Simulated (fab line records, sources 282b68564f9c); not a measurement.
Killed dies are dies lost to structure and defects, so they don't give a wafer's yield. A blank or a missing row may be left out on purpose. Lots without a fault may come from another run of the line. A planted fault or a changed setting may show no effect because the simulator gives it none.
fab line records | flow rit_cmos
record lots=6 wafers=18 last_day=7
route steps=202 shown NWELL@29 PWELL@39 M1@202
lots that met no fault: from a run of the same line without faults
start_h: hours from the record's first day to the start of the lot's first wafer shown | wait_h: hours since the lot's step before | " the same as in the row above | L1.1+2: a row that stands for several wafers | - no value, or no start given | * or withheld: withheld | < > ~ a bound
route shown NAME@n: a module of which the file shows steps, and the number in the route of the first | usual: mean/standard deviation of fault-free wafers | same: alike in all rows | chamber/n: place in a boat | sites: the reading at each site | _std_site: their standard deviation | _edge_site: outer sites' mean less inner sites' | radius_mm: how far each site lies from the wafer's centre | mask NAME#n: copy n | behind: the tool/chamber that last shaped the wafer | hold: why the lot was held/for how many hours/how that ended | device: the transistor (n, p or np) that didn't switch | end of line: the same wafers' tests at the end of the route | a step without rows: its recipe alone | killed: dies lost to structure and defects at the first sort, not the wafer's yield | map: a wafer's dies, x killed, . not, _ none there
set.NAME: the setting as run; set.NAME@STEP: as run at that earlier step | model.NAME: the simulator's own value behind a step, which no gauge read
lots at some steps of the route; a table a step, a row a wafer
services: from which hour (start_h, from the record's first day; less than 0 if before it) a tool's chamber was out of use, for how many hours, and why
## steps
# step RIT_NWELL_COAT_01
# recipe resist=NOVOLAK spin_rpm=2000 resist_thk_nm=1300
# step RIT_NWELL_SOFTBAKE_02
# recipe resist=NOVOLAK temp_c=90 time_s=60
# step RIT_NWELL_EXPOSE_03
# recipe mask_id=M2 na=0.57 target_cd_nm=43900 dose_mj=250
# step RIT_NWELL_PEB_04
# recipe resist=NOVOLAK temp_c=withheld time_s=withheld
# step RIT_NWELL_DEVELOP_05
# recipe resist=NOVOLAK develop_time_s=68 dev_temp_c=23
# step RIT_NWELL_OVL_MEAS_06
# usual NWELL_OVL=-0.3/1.3
# columns lot.wafer tool chamber start_h wait_h NWELL_OVL[nm]
L432.4 overlay-02 - 34.05 - -1.8
L432.5 " - " " -3.0
L432.6 " - " " -0.8
L438.1 overlay-01 - 57.44 - -1.9
L438.2 " - " " -1.8
L438.5 " - " " 0.1
L446.1 overlay-01 - 98.64 - -0.2
L446.2 " - " " -1.0
L446.5 " - " " -0.3
L447.2 overlay-02 - 102.98 - -2.1
L447.3 " - " " -1.6
L447.6 " - " " -0.9
L448.1 overlay-01 - 106.47 - 1.9
L448.2 " - " " 1.1
L448.3 " - " " 0.3
L454.3 overlay-02 - 136.81 - -2.6
L454.4 " - " " -1.8
L454.5 " - " " -1.5
# step RIT_NWELL_HARDBAKE_07
# recipe resist=NOVOLAK temp_c=140 time_s=120
# step RIT_NWELL_IMPLANT_08
# recipe species=P energy_kev=170 dose_cm2=5e+13 tilt_deg=7
# step RIT_NWELL_STRIP_09
# recipe chemistry=O2 time_s=180 resist=NOVOLAK platen_temp_c=withheld power_w=500 pressure_mtorr=4000 o2_flow_sccm=4000
# usual drypump_motor_current_A=5.6/0.35
# columns lot.wafer tool chamber start_h wait_h drypump_motor_current_A rf_hours_counter_h
L432.4 plasma_asher-02 1 34.53 0.1 5.5 -
L432.5 " 1 " " 5.5 -
L432.6 " 0 " " 5.6 -
L438.1 plasma_asher-03 1 57.88 0.1 6.7 43
L438.2 " 0 " " 5.9 43
L438.5 " 0 " " 5.9 -
L446.1 plasma_asher-02 1 99.07 0.1 5.5 46
L446.2 " 0 " " 5.5 46
L446.5 " 0 " " 5.6 -
L447.2 plasma_asher-01 1 103.51 0.1 5.2 42
L447.3 " 1 " " 5.2 -
L447.6 " 0 " " 5.5 -
L448.1 plasma_asher-02 0 106.91 0.1 5.6 47
L448.2 " 1 " " 5.5 47
L448.3 " 0 " " 5.6 -
L454.3 plasma_asher-01 1 137.40 0.1 5.1 -
L454.4 " 0 " " 5.5 -
L454.5 " 0 " " 5.5 -
# step RIT_NWELL_TW_MEAS_10
# usual NWELL_TW=2138/22
# columns lot.wafer tool chamber start_h wait_h NWELL_TW
L432.4 film_metro-02 - 34.67 0.1 2170
L432.5 " - " " 2168
L432.6 " - " " 2161
L438.1 film_metro-03 - 58.05 0.1 2129
L438.2 " - " " 2126
L438.5 " - " " 2138
L446.1 film_metro-03 - 99.25 0.1 2148
L446.2 " - " " 2140
L446.5 " - " " 2145
L447.2 film_metro-02 - 103.69 0.1 2154
L447.3 " - " " 2151
L447.6 " - " " 2165
L448.1 film_metro-02 - 107.08 0.1 2149
L448.2 " - " " 2155
L448.3 " - " " 2155
L454.3 film_metro-04 - 137.54 0.1 2100
L454.4 " - " " 2105
L454.5 " - " " 2101
# step RIT_PWELL_HMDS_00
# recipe prime_time_s=60 prime_temp_c=140
# step RIT_PWELL_COAT_01
# recipe resist=NOVOLAK spin_rpm=2000 resist_thk_nm=1300
# step RIT_PWELL_SOFTBAKE_02
# recipe resist=NOVOLAK temp_c=90 time_s=60
# usual heater_power_total_W=34.57/0.054 plate_temp_C=90.01/0.12
# columns lot.wafer tool chamber start_h wait_h heater_power_total_W plate_temp_C
L432.4 litho_track-02 0 35.08 0.1 34.53 89.89
L432.5 " 0 " " 34.59 89.94
L432.6 " 0 " " 34.56 89.94
L438.1 litho_track-03 0 58.41 0.1 34.53 90.12
L438.2 " 0 " " 34.49 89.97
L438.5 " 0 " " 34.61 89.98
L446.1 litho_track-04 0 99.61 0.1 34.54 90.04
L446.2 " 0 " " 34.58 89.93
L446.5 " 0 " " 34.60 90.15
L447.2 litho_track-02 0 104.07 0.1 35.49 91.43
L447.3 " 0 " " 35.44 91.64
L447.6 " 0 " " 35.43 91.54
L448.1 litho_track-02 0 107.44 0.1 35.46 91.67
L448.2 " 0 " " 35.28 91.53
L448.3 " 0 " " 35.45 91.55
L454.3 litho_track-03 0 137.93 0.1 34.50 89.90
L454.4 " 0 " " 34.66 89.98
L454.5 " 0 " " 34.55 89.94
# step RIT_PWELL_EXPOSE_03
# recipe mask_id=M3 na=0.57 target_cd_nm=43700 dose_mj=250
# step RIT_M1_PROBE_99
# usual killed_at_contacts=0.0/0.18 killed_at_front_end=7/3 killed_dies=7/3 killed_open=3.6/1.9 killed_short=3.2/1.8
# same gross_dies=264 killed_at_M0_to_M3=0 killed_at_M4_up=0 killed_at_back_side=0 killed_at_other=0
# columns lot.wafer tool chamber start_h wait_h killed_at_contacts killed_at_front_end killed_dies killed_open killed_short
L432.4 prober-02 - 76.03 0.2 0 6 6 2 4
L432.5 prober-02 - 76.08 0.2 0 10 10 6 4
L432.6 prober-02 - 76.13 0.2 0 4 4 2 2
L438.1 prober-01 - 98.67 0.1 0 14 14 7 7
L438.2 prober-01 - 98.72 0.1 0 8 8 5 3
L438.5 prober-01 - 98.87 0.2 0 5 5 1 4
L446.1 prober-01 - 139.27 0.1 1 7 8 6 2
L446.2 prober-01 - 139.32 0.1 0 8 8 5 3
L446.5 prober-01 - 139.47 0.2 0 8 8 3 5
L447.2 prober-02 - 141.22 0.1 0 5 5 3 2
L447.3 prober-02 - 141.27 0.2 0 3 3 0 3
L447.6 prober-02 - 141.42 0.2 0 11 11 3 8
L454.3 prober-01 - 177.76 0.2 0 2 2 1 1
L454.4 prober-01 - 177.81 0.2 0 8 8 4 4
L454.5 prober-01 - 177.86 0.2 0 4 4 2 2
# killed by level:class
L432.4 FOX1:geometric_particle:short=1 FOX1:geometric_particle:open=1 GATE:geometric_particle:short=1 REOX:geometric_particle:short=1 SPACER:geometric_particle:short=1 SPACER:geometric_particle:open=1
L432.5 FOX1:geometric_particle:open=2 GATE:geometric_particle:open=2 SILICIDE:geometric_particle:short=2 GATE:geometric_particle:short=1 REOX:geometric_particle:open=1 REOX:geometric_particle:short=1 SILICIDE:geometric_particle:open=1
L432.6 GATE:geometric_particle:open=2 FOX1:geometric_particle:short=1 REOX:geometric_particle:short=1
L438.1 GATE:geometric_particle:open=4 SPACER:geometric_particle:short=3 GATE:geometric_particle:short=2 SPACER:geometric_particle:open=2 REOX:geometric_particle:short=1 SILICIDE:geometric_particle:open=1 SILICIDE:geometric_particle:short=1
L438.2 FOX1:geometric_particle:open=3 SPACER:geometric_particle:short=2 FOX1:geometric_particle:short=1 GATE:geometric_particle:open=1 SPACER:geometric_particle:open=1
L438.5 SILICIDE:geometric_particle:short=3 FOX2:geometric_particle:short=1 SPACER:geometric_particle:open=1
L446.1 SILICIDE:geometric_particle:open=3 FOX1:geometric_particle:open=1 FOX2:geometric_particle:short=1 SPACER:geometric_particle:short=1 SPACER:geometric_particle:open=1 CONTACT:geometric_particle:open=1
L446.2 FOX1:geometric_particle:open=2 GATE:geometric_particle:short=2 SILICIDE:geometric_particle:open=2 SPACER:geometric_particle:short=1 SPACER:geometric_particle:open=1
L446.5 GATE:geometric_particle:open=3 GATE:geometric_particle:short=3 FOX2:geometric_particle:short=1 SPACER:geometric_particle:short=1
L447.2 GATE:geometric_particle:short=2 SILICIDE:geometric_particle:open=2 GATE:geometric_particle:open=1
L447.3 REOX:geometric_particle:short=2 GATE:geometric_particle:short=1
L447.6 GATE:geometric_particle:short=3 FOX2:geometric_particle:short=2 SILICIDE:geometric_particle:open=2 FOX1:geometric_particle:short=1 SPACER:geometric_particle:open=1 SPACER:geometric_particle:short=1 SILICIDE:geometric_particle:short=1
L454.3 FOX2:geometric_particle:open=1 GATE:geometric_particle:short=1
L454.4 GATE:geometric_particle:short=3 GATE:geometric_particle:open=2 FOX2:geometric_particle:open=1 REOX:geometric_particle:open=1 SILICIDE:geometric_particle:short=1
L454.5 GATE:geometric_particle:open=1 REOX:geometric_particle:short=1 REOX:geometric_particle:open=1 SPACER:geometric_particle:short=1
## services
# columns tool chamber start_h hours kind
plasma_asher-03 - 108.75 9.0 pm
plasma_asher-03 0 108.75 9.0 vent_cycle
plasma_asher-03 1 108.75 9.0 vent_cycle
plasma_asher-03 0 117.75 - clean
plasma_asher-03 1 117.75 - clean
## key
first_sign step=RIT_PWELL_SOFTBAKE_02 reading=heater_power_total_W direction=up sigmas=16 usual=34.57 struck=35.43
effect step=RIT_PWELL_SOFTBAKE_02 reading=plate_temp_C direction=up sigmas=13 usual=* struck=*
met_at RIT_PWELL_SOFTBAKE_02
struck_wafers L447.2,L447.3,L447.6,L448.1,L448.2,L448.3
tester_left_out L447,L448
onset_between 35.08 104.07
fault kind=process_parameter_drift tool=litho_track-02 chamber=- onset_h=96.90 steps=RIT_PWELL_SOFTBAKE_02 channel=temp_c offset=* shape=step end_h=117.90 acts_in=* stated=*
# tester_left_out: of these lots the tester's yield and bins aren't shown, on N5 and GAA mostly nor the transistor test; their killed dies are dies lost to structure and defects alone, not to doping, threshold or leakage, so they don't give the yield
